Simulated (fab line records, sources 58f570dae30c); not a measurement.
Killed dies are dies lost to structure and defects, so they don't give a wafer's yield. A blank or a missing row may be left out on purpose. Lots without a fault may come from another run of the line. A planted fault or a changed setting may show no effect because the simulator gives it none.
A struck lot beside a sound one | flow berkeley_cmos170 | 16 steps out of a route of 331
Sound: wafers L644.3, L644.5, L644.6. Struck: wafers L654.2, L654.3, L654.5. The cause comes at the end.
At each step with rows: each side's tool, then ch and its chambers, then its first start. Under that, the readings that differ: sound wafers | struck wafers | difference of the means | sigmas: that difference in standard deviations of wafers without a fault.
alike: readings whose means differ by less than 2 such deviations, and words and numbers that are the same on both sides. not compared: withheld readings, readings that some wafer has no value for, bounds like >300 that may hide the same value, and numbers for which the record gives no deviation and whose values overlap.
The two part at a step that has a row with sigmas, a row that says differs or no value, or rows on one side only. Numbers that don't overlap but have no deviation are shown without sigmas and don't part them. A reading that every wafer of one side lacks parts them only if that side has two wafers or more.

first, 2 steps without rows for these wafers: UCB170_M2_COAT_05 (resist thk 900 nm); UCB170_M2_SOFTBAKE_06 (time 60 s).
UCB170_M2_STRIP_07: strips in O2.
  sound on plasma_asher-04 ch 0,1, day 10 11:16; struck on plasma_asher-04 ch 0,1, day 13 00:07
  alike: drypump_motor_current_A, oes_product_au, strip_time_to_endpoint_s
  not compared: rf_hours_counter_h
then, 7 steps without rows for these wafers: UCB170_M2_STRIP_08 (strips KrF in DMSO, time 600 s); UCB170_M2_COAT_09; UCB170_M2_COAT_10 (resist thk 900 nm); UCB170_M2_SOFTBAKE_11 (time 60 s); UCB170_M2_EXPOSE_12 (exposes mask METAL2, target cd 700 nm); UCB170_M2_PEB_13; UCB170_M2_DEVELOP_14 (develop time 45 s).
UCB170_M2_CD_MEAS_15: target cd 700 nm.
  sound on cd_sem-01, day 10 13:01; struck on cd_sem-02, day 13 01:53
  alike: cd_nm
UCB170_M2_OVL_MEAS_16:
  sound on overlay-02, day 10 13:07; struck on overlay-01, day 13 02:00
  alike: M2_OVL
UCB170_M2_ETCH_17: etches BARC in N2/H2.
  sound on rie_diel-04 ch 0,1,3, day 10 13:08; struck on rie_diel-02 ch 1,2,3, day 13 02:02
  no value came back on the struck wafers for any of 5 readings (bias_w (W), chamber_pressure_mTorr (mTorr) and others); on the sound wafers bias_w (W) reads 100.2 100.1 100.5
UCB170_M2_METAL_ETCH_18: etches Al in Cl2/BCl3, stops on SiO2, target depth 1170 nm, time 195 s.
  sound on rie_metal-02 ch 0,1, day 10 13:14; struck on rie_metal-04 ch 0,1, day 13 02:04
  reading               | sound             | struck            | difference | sigmas
  oes_product_au (a.u.) | 0.828 0.851 0.828 | 0.384 0.374 0.369 | -0.460     | -27
  alike: bcl3_flow_sccm, bias_w, drypump_motor_current_A, throttle_valve_pct
  not compared: rf_hours_counter_h
UCB170_M2_STRIP_19: strips in O2.
  sound on plasma_asher-02 ch 0,1, day 10 13:24; struck on plasma_asher-02 ch 0,1, day 13 02:16
  reading               | sound             | struck            | difference | sigmas
  oes_product_au (a.u.) | 0.535 0.515 0.543 | 0.615 0.602 0.597 | +0.074     | +2
  alike: drypump_motor_current_A
  not compared: rf_hours_counter_h
UCB170_M2_CD_MEAS_90: target cd 700 nm.
  sound on cd_sem-02, day 10 13:34; struck on cd_sem-01, day 13 02:23
  reading    | sound       | struck | difference                    | sigmas
  cd_nm (nm) | 697 703 696 | - - -  | no value on the struck wafers |

WHERE THEY PART
First at UCB170_M2_ETCH_17; last, within this record, at UCB170_M2_CD_MEAS_90.

WHY: what the simulator had put in
Skipped step whole: rie_diel-02, from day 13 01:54 on, at UCB170_M2_ETCH_17. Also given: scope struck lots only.
